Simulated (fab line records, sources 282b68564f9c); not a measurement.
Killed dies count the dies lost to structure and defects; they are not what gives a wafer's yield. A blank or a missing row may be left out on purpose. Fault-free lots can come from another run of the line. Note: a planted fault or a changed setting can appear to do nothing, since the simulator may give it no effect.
Struck lot and sound lot, side by side -- flow ritCmos -- 15 steps out of a route of 202
Sound: the wafers L803.1, L803.3, L803.4. The struck wafers were L811.2, L811.3, L811.4. Last of all comes the cause.
Each step with rows lists, per side, the tool, then ch with its chambers, then its first start. Under that, the readings that differ: sound wafers -- struck wafers -- difference of the means -- sigmas: that difference in standard deviations of wafers without a fault.
alike: a reading whose means differ by less than 2 such deviations, as well as words and numbers matching on both sides. not compared: withheld readings; readings where some wafer has no value; bounds like >300 that might hide an equal value; numbers whose values overlap and for which the record gives no deviation.
The two part at a step that has a row with sigmas, a row that says differs or no value, or rows on one side only. Numbers that don't overlap but have no deviation are shown without sigmas and don't part them. A reading missing from all wafers of one side parts the sides only when that side holds two or more wafers.

RIT_NWELL_OVL_MEAS_06:
  struck on overlay-01, day 5 00:15; sound on overlay-01, day 3 09:44
  alike: NWELL_OVL
then, 2 steps without rows for these wafers: RIT_NWELL_HARDBAKE_07 (time 120 s); RIT_NWELL_IMPLANT_08.
RIT_NWELL_STRIP_09: strips in O2, time 180 s.
  sound on plasmaAsher-04 ch 0,1, day 3 10:10; struck on plasmaAsher-03 ch 0,1, day 5 00:41
reading,sound,struck,difference,sigmas
rfReflPowerW (W),7.9 6.9 7.9,5.7 5.3 5.0,-2.2,-2
  alike: drypumpMotorCurrentA
  not compared: rfHoursCounterH
RIT_NWELL_TW_MEAS_10:
  struck on filmMetro-02, day 5 00:52; sound on filmMetro-02, day 3 10:20
  alike: NWELL_TW
then, 6 steps without rows for these wafers: RIT_PWELL_HMDS_00 (prime time 60 s); RIT_PWELL_COAT_01 (resist thk 1300 nm); RIT_PWELL_SOFTBAKE_02 (time 60 s); RIT_PWELL_EXPOSE_03 (exposes mask M3, target cd 43700 nm); RIT_PWELL_PEB_04; RIT_PWELL_DEVELOP_05 (develop time 68 s).
RIT_PWELL_OVL_MEAS_06:
  struck on overlay-01, day 5 01:48; sound on overlay-02, day 3 11:25
  alike: PWELL_OVL
RIT_PWELL_HARDBAKE_07: time 120 s.
  sound on lithoTrack-04 ch 0, day 3 11:27; struck on lithoTrack-03 ch 0, day 5 01:52
reading,sound,struck,difference,sigmas
heaterPowerTotalW (W),52.08 52.17 52.01,50.74 50.76 50.76,-1.33,-24
plateTempC (C),139.89 139.98 140.04,137.54 137.32 137.33,-2.57,-17
  alike: exhaustPa
following that, these wafers have no rows for 1 step: RIT_PWELL_IMPLANT_08.
RIT_M1_PROBE_99:
  struck on prober-01, day 6 20:05; sound on prober-02, day 5 01:01
  alike: killedAtFrontEnd, killedDies, killedOnRim, killedOpen, killedShort

WHERE THEY PART
At RIT_NWELL_STRIP_09 first; at RIT_PWELL_HARDBAKE_07 last (within this record only). Later steps at which nothing parts them and some readings are alike: RIT_M1_PROBE_99.

WHY: whatever the simulator had introduced
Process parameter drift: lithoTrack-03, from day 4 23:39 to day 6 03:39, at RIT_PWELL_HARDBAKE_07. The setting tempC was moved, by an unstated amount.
